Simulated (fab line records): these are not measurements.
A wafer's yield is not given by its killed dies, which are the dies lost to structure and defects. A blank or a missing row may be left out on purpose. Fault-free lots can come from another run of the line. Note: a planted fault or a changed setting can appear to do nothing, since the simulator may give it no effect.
Which tool did it? || flow berkeley-cmos170 || 13 lots with 39 wafers sampled at 4 steps, on a route of 331 steps

## WHAT THE GAUGES SHOWED, per wafer
UCB170_NWELL_THK_MEAS_02. Usual: NWELL_OXIDE_THK 26.2 nm, standard deviation 0.51.
{"lot": "L543", "measured": "day 2 02:19", "on": "film-metro-03", "NWELL_OXIDE_THK (nm)": "27.1 27.2 27.3", "flag": ""}
{"lot": "L544", "measured": "day 2 08:02", "on": "film-metro-02", "NWELL_OXIDE_THK (nm)": "26.2 25.9 26.1", "flag": ""}
{"lot": "L545", "measured": "day 2 16:17", "on": "film-metro-03", "NWELL_OXIDE_THK (nm)": "26.0 26.2 26.0", "flag": ""}
{"lot": "L547", "measured": "day 2 23:52", "on": "film-metro-03", "NWELL_OXIDE_THK (nm)": "25.6 26.1 25.4", "flag": ""}
{"lot": "L548", "measured": "day 2 23:52", "on": "film-metro-04", "NWELL_OXIDE_THK (nm)": "26.2 26.3 26.1", "flag": ""}
{"lot": "L549", "measured": "day 3 05:38", "on": "film-metro-04", "NWELL_OXIDE_THK (nm)": "26.1 26.3 26.8", "flag": ""}
{"lot": "L551", "measured": "day 3 15:10", "on": "film-metro-04", "NWELL_OXIDE_THK (nm)": "26.2 26.2 26.2", "flag": ""}
{"lot": "L552", "measured": "day 3 18:19", "on": "film-metro-04", "NWELL_OXIDE_THK (nm)": "25.9 26.1 26.5", "flag": ""}
{"lot": "L553", "measured": "day 3 23:47", "on": "film-metro-03", "NWELL_OXIDE_THK (nm)": "25.8 25.3 25.9", "flag": ""}
{"lot": "L554", "measured": "day 4 07:06", "on": "film-metro-03", "NWELL_OXIDE_THK (nm)": "25.6 25.5 25.7", "flag": ""}
{"lot": "L558", "measured": "day 5 05:38", "on": "film-metro-02", "NWELL_OXIDE_THK (nm)": "26.7 27.0 26.9", "flag": ""}
{"lot": "L563", "measured": "day 6 02:19", "on": "film-metro-02", "NWELL_OXIDE_THK (nm)": "26.5 26.5 26.7", "flag": ""}
{"lot": "L566", "measured": "day 6 19:55", "on": "film-metro-04", "NWELL_OXIDE_THK (nm)": "25.6 25.4 25.6", "flag": ""}

UCB170_GATE_THK_MEAS_05. Usual: GATE_POLY_THK 212.9 nm, standard deviation 1.9.
{"lot": "L543", "measured": "day 6 07:52", "on": "film-metro-02", "GATE_POLY_THK (nm)": "212.1 211.3 212.2", "flag": ""}
{"lot": "L544", "measured": "day 6 21:14", "on": "film-metro-01", "GATE_POLY_THK (nm)": "212.5 213.3 213.0", "flag": ""}
{"lot": "L545", "measured": "day 6 21:17", "on": "film-metro-02", "GATE_POLY_THK (nm)": "213.6 213.4 211.7", "flag": ""}
{"lot": "L547", "measured": "day 6 21:13", "on": "film-metro-02", "GATE_POLY_THK (nm)": "216.9 216.9 216.0", "flag": ""}
{"lot": "L548", "measured": "day 7 06:41", "on": "film-metro-02", "GATE_POLY_THK (nm)": "211.0 212.4 211.0", "flag": ""}
{"lot": "L549", "measured": "day 7 06:41", "on": "film-metro-01", "GATE_POLY_THK (nm)": "211.4 211.5 211.0", "flag": ""}
{"lot": "L551", "measured": "day 7 21:18", "on": "film-metro-02", "GATE_POLY_THK (nm)": "211.2 212.0 211.6", "flag": ""}
{"lot": "L552", "measured": "day 7 21:14", "on": "film-metro-01", "GATE_POLY_THK (nm)": "212.1 213.6 214.2", "flag": ""}
{"lot": "L553", "measured": "day 7 21:15", "on": "film-metro-02", "GATE_POLY_THK (nm)": "211.3 214.0 213.5", "flag": ""}
{"lot": "L554", "measured": "day 8 06:11", "on": "film-metro-03", "GATE_POLY_THK (nm)": "211.3 212.6 211.7", "flag": ""}
{"lot": "L558", "measured": "day 9 00:19", "on": "film-metro-03", "GATE_POLY_THK (nm)": "213.6 213.4 214.9", "flag": ""}
{"lot": "L563", "measured": "day 10 06:53", "on": "film-metro-03", "GATE_POLY_THK (nm)": "103.9 103.2 105.7 104.0 103.2 105.7", "flag": "OFF"}
{"lot": "L566", "measured": "day 11 00:11", "on": "film-metro-03", "GATE_POLY_THK (nm)": "212.5 211.9 212.1", "flag": ""}

## EACH LOT AND THE TOOL THAT RAN IT (in order: tool; ch and the chambers of the sampled wafers; start)
{"lot": "L543", "UCB170_ZERO_ETCH_06": "rie-diel-02 ch 0,1,2, day 1 19:55", "UCB170_GATE_CVD_04": "lpcvd-01 ch 0, day 6 06:28"}
{"lot": "L544", "UCB170_ZERO_ETCH_06": "rie-diel-01 ch 0,1,3, day 2 02:33", "UCB170_GATE_CVD_04": "lpcvd-02 ch 0, day 6 19:49"}
{"lot": "L545", "UCB170_ZERO_ETCH_06": "rie-diel-01 ch 0,1,3, day 2 09:19", "UCB170_GATE_CVD_04": "lpcvd-02 ch 1, day 6 19:49"}
{"lot": "L547", "UCB170_ZERO_ETCH_06": "rie-diel-02 ch 0,1,3, day 2 16:54", "UCB170_GATE_CVD_04": "lpcvd-02 ch 0, day 6 19:49"}
{"lot": "L548", "UCB170_ZERO_ETCH_06": "rie-diel-03 ch 1,2,3, day 2 22:07", "UCB170_GATE_CVD_04": "lpcvd-01 ch 1, day 7 05:17"}
{"lot": "L549", "UCB170_ZERO_ETCH_06": "rie-diel-02 ch 0,2,3, day 3 00:37", "UCB170_GATE_CVD_04": "lpcvd-01 ch 0, day 7 05:17"}
{"lot": "L551", "UCB170_ZERO_ETCH_06": "rie-diel-03 ch 0,1,3, day 3 13:22", "UCB170_GATE_CVD_04": "lpcvd-02 ch 0, day 7 19:50"}
{"lot": "L552", "UCB170_ZERO_ETCH_06": "rie-diel-02 ch 0,2,3, day 3 14:43", "UCB170_GATE_CVD_04": "lpcvd-02 ch 1, day 7 19:50"}
{"lot": "L553", "UCB170_ZERO_ETCH_06": "rie-diel-02 ch 2,3, day 3 19:07", "UCB170_GATE_CVD_04": "lpcvd-02 ch 1, day 7 19:50"}
{"lot": "L554", "UCB170_ZERO_ETCH_06": "rie-diel-01 ch 0,2, day 4 03:22", "UCB170_GATE_CVD_04": "lpcvd-02 ch 0, day 8 04:47"}
{"lot": "L558", "UCB170_ZERO_ETCH_06": "rie-diel-02 ch 1,2,3, day 5 00:38", "UCB170_GATE_CVD_04": "lpcvd-02 ch 1, day 8 22:53"}
{"lot": "L563", "UCB170_ZERO_ETCH_06": "rie-diel-01 ch 1,3, day 5 23:11", "UCB170_GATE_CVD_04": "lpcvd-01 ch 0, day 10 05:29"}
{"lot": "L566", "UCB170_ZERO_ETCH_06": "rie-diel-01 ch 0,1,2, day 6 16:16", "UCB170_GATE_CVD_04": "lpcvd-01 ch 1, day 10 22:46"}
- UCB170_ZERO_ETCH_06: etches SiO2 in CHF3/CF4/Ar, time 12 s.
- UCB170_GATE_CVD_04: deposits poly-Si from SiH4, time 1440 s, target thk 214 nm.

## WHAT THE TOOLS THEMSELVES READ (means of the sampled wafers that have a number; where no wafer has one, the mark that the record gives instead)
UCB170_ZERO_ETCH_06. Usual: drypump-motor-current-A 5.6 A, standard deviation 0.33; oes-product-au 0.617 a.u., standard deviation 0.0097; throttle-valve-pct 9.17 %, standard deviation 0.13.
{"lot": "L543", "tool": "rie-diel-02", "drypump-motor-current-A (A)": 5.8, "oes-product-au (a.u.)": 0.614, "throttle-valve-pct (%)": 9.26, "flag": ""}
{"lot": "L544", "tool": "rie-diel-01", "drypump-motor-current-A (A)": 5.4, "oes-product-au (a.u.)": 0.626, "throttle-valve-pct (%)": 9.09, "flag": ""}
{"lot": "L545", "tool": "rie-diel-01", "drypump-motor-current-A (A)": 5.4, "oes-product-au (a.u.)": 0.621, "throttle-valve-pct (%)": 9.09, "flag": ""}
{"lot": "L547", "tool": "rie-diel-02", "drypump-motor-current-A (A)": 5.5, "oes-product-au (a.u.)": 0.616, "throttle-valve-pct (%)": 9.32, "flag": ""}
{"lot": "L548", "tool": "rie-diel-03", "drypump-motor-current-A (A)": 5.4, "oes-product-au (a.u.)": 0.609, "throttle-valve-pct (%)": 9.06, "flag": ""}
{"lot": "L549", "tool": "rie-diel-02", "drypump-motor-current-A (A)": 5.8, "oes-product-au (a.u.)": 0.621, "throttle-valve-pct (%)": 9.22, "flag": ""}
{"lot": "L551", "tool": "rie-diel-03", "drypump-motor-current-A (A)": 5.6, "oes-product-au (a.u.)": 0.605, "throttle-valve-pct (%)": 9.12, "flag": ""}
{"lot": "L552", "tool": "rie-diel-02", "drypump-motor-current-A (A)": 5.8, "oes-product-au (a.u.)": 0.614, "throttle-valve-pct (%)": 9.25, "flag": ""}
{"lot": "L553", "tool": "rie-diel-02", "drypump-motor-current-A (A)": 6.1, "oes-product-au (a.u.)": 0.611, "throttle-valve-pct (%)": 9.11, "flag": ""}
{"lot": "L554", "tool": "rie-diel-01", "drypump-motor-current-A (A)": 5.8, "oes-product-au (a.u.)": 0.635, "throttle-valve-pct (%)": 9.24, "flag": ""}
{"lot": "L558", "tool": "rie-diel-02", "drypump-motor-current-A (A)": 5.8, "oes-product-au (a.u.)": 0.612, "throttle-valve-pct (%)": 9.20, "flag": ""}
{"lot": "L563", "tool": "rie-diel-01", "drypump-motor-current-A (A)": 5.5, "oes-product-au (a.u.)": 0.621, "throttle-valve-pct (%)": 9.01, "flag": ""}
{"lot": "L566", "tool": "rie-diel-01", "drypump-motor-current-A (A)": 5.6, "oes-product-au (a.u.)": 0.619, "throttle-valve-pct (%)": 9.18, "flag": ""}

UCB170_GATE_CVD_04. Usual: 120.0 sccm for sih4-flow-sccm, sd 0.37.
{"lot": "L543", "tool": "lpcvd-01", "sih4-flow-sccm (sccm)": 120.6, "flag": ""}
{"lot": "L544", "tool": "lpcvd-02", "sih4-flow-sccm (sccm)": 120.0, "flag": ""}
{"lot": "L545", "tool": "lpcvd-02", "sih4-flow-sccm (sccm)": 119.9, "flag": ""}
{"lot": "L547", "tool": "lpcvd-02", "sih4-flow-sccm (sccm)": 119.8, "flag": ""}
{"lot": "L548", "tool": "lpcvd-01", "sih4-flow-sccm (sccm)": 120.0, "flag": ""}
{"lot": "L549", "tool": "lpcvd-01", "sih4-flow-sccm (sccm)": 120.2, "flag": ""}
{"lot": "L551", "tool": "lpcvd-02", "sih4-flow-sccm (sccm)": 119.4, "flag": ""}
{"lot": "L552", "tool": "lpcvd-02", "sih4-flow-sccm (sccm)": 120.1, "flag": ""}
{"lot": "L553", "tool": "lpcvd-02", "sih4-flow-sccm (sccm)": 120.0, "flag": ""}
{"lot": "L554", "tool": "lpcvd-02", "sih4-flow-sccm (sccm)": 119.8, "flag": ""}
{"lot": "L558", "tool": "lpcvd-02", "sih4-flow-sccm (sccm)": 119.7, "flag": ""}
{"lot": "L563", "tool": "lpcvd-01", "sih4-flow-sccm (sccm)": 60.1, "flag": "OFF"}
{"lot": "L566", "tool": "lpcvd-01", "sih4-flow-sccm (sccm)": 120.5, "flag": ""}

## THE ANSWER, worked out from the rows above alone
Rule: a lot counts as off when the mean over its wafers that have a number is more than 3 standard deviations away from the usual mean. A lot without any number at a reading at which 4 lots or more have one is off too. All remaining lots with rows at the step are treated as sound. Order of review: gauges by route order, followed by the tools' own readings, for which a lot's mean as printed above is used. At the first step where some lot is off, the reading lying furthest off is the one used; lots without a number count as furthest.
Off: at UCB170_GATE_THK_MEAS_05 (GATE_POLY_THK), L563.
A tool fits if, at a process step before that reading, it ran every lot that is off, and no sound lot after the first of them. Not tried: the gauges at UCB170_GATE_THK_MEAS_05; whatever is off there is also off at UCB170_GATE_CVD_04, on other tools, and gauge error can't account for it. Of those tried, none fits.

## WHAT THE SIMULATOR HAD PUT IN
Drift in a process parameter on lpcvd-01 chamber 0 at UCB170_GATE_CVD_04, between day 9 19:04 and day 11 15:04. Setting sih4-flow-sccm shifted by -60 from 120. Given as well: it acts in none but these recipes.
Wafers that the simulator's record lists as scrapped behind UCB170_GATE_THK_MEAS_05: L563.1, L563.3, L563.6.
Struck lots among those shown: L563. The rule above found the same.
